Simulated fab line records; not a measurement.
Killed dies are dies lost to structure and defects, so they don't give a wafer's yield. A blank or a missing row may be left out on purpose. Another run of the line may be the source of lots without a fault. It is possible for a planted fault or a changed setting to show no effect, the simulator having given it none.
Comparing a struck lot with a sound one -- flow rit_cmos -- 15 out of 202 route steps
Sound: these wafers, L637.1, L637.3, L637.6. Wafers L644.2, L644.3, L644.4 were the ones struck. The cause comes at the end.
Order at every step that has rows: each side's tool, ch and its chambers, its first start. Under that, the readings that differ: sound wafers -- struck wafers -- difference of the means -- sigmas: that difference in standard deviations of wafers without a fault.
alike: readings with means less than 2 such deviations apart, plus words and numbers identical on both sides. not compared: withheld readings, readings lacking a value on some wafer, bounds such as >300 that could conceal the same value, and numbers that have no deviation in the record and whose values overlap.
Wherever a step has rows on one side only, a row that says differs or no value, or a row with sigmas, the two part there. Non-overlapping numbers with no deviation appear without sigmas and do not part them. A reading missing from all wafers of one side parts the sides only when that side holds two or more wafers.

RIT_GATE_THK_MEAS_07:
  sound on film_metro-04 at day 4 21:45; struck on film_metro-01 at day 6 09:04
reading,sound,struck,difference,sigmas
GATE_OXIDE_THK (nm),2.85 2.98 2.80,3.00 3.11 3.03,+0.17,+3
then, 1 step without rows for these wafers: RIT_GATE_CVD_08 (deposits poly-Si from SiH4, target thk 250 nm, time 2220 s).
RIT_GATE_THK_MEAS_09:
  sound on film_metro-01 at day 5 01:26; struck on film_metro-03 at day 6 10:44
  alike: GATE_POLY_THK
then, 6 steps without rows for these wafers: RIT_GATE_HMDS_10 (prime time 60 s); RIT_GATE_COAT_11 (resist thk 850 nm); RIT_GATE_SOFTBAKE_12 (time 60 s); RIT_GATE_EXPOSE_13 (exposes mask M6, target cd 150 nm); RIT_GATE_PEB_14; RIT_GATE_DEVELOP_15 (develop time 50 s).
RIT_GATE_CD_MEAS_16: the cd target is 150 nm.
  sound on cd_sem-02 at day 5 02:26; struck on cd_sem-02 at day 6 11:47
  alike: cd_nm
RIT_GATE_OVL_MEAS_17:
  sound on overlay-01 at day 5 02:33; struck on overlay-01 at day 6 11:54
  alike: GATE_OVL
then, 1 step without rows for these wafers: RIT_GATE_HARDBAKE_18 (time 60 s).
RIT_GATE_ETCH_19: etches poly-Si in SF6/CHF3/O2, stops on SiO2, time 165 s, target depth 312.5 nm.
  sound on rie_si-01 ch 1,2,3, day 5 02:44; struck on rie_si-02 ch 0,1,3, day 6 12:05
reading,sound,struck,difference,sigmas
over_etch_frac,0.25 0.25 0.25,0.20628 0.20628 0.20628,-0.04372,
  alike: drypump_motor_current_A, oes_product_au, throttle_valve_pct
  not compared: rf_hours_counter_h
RIT_GATE_STRIP_20: strips in O2, time 180 s.
  sound on plasma_asher-04 ch 0,1, day 5 02:50; struck on plasma_asher-04 ch 0,1, day 6 12:11
  alike: drypump_motor_current_A, o2_flow_sccm
  not compared: rf_hours_counter_h
RIT_M1_PROBE_99:
  sound on prober-01 at day 5 23:31; struck on prober-02 at day 7 08:47
  alike: killed_at_contacts, killed_at_front_end, killed_dies, killed_open, killed_short
  not compared: model.etest.poly_comb_over_steps.leak_log10_a_um

## WHERE THEY PART
Within this record, at RIT_GATE_THK_MEAS_07 only. Later steps at which nothing parts them and some readings are alike: RIT_GATE_THK_MEAS_09, RIT_GATE_CD_MEAS_16, RIT_GATE_OVL_MEAS_17, RIT_GATE_ETCH_19, RIT_GATE_STRIP_20, RIT_M1_PROBE_99.

WHY: what had been put in by the simulator
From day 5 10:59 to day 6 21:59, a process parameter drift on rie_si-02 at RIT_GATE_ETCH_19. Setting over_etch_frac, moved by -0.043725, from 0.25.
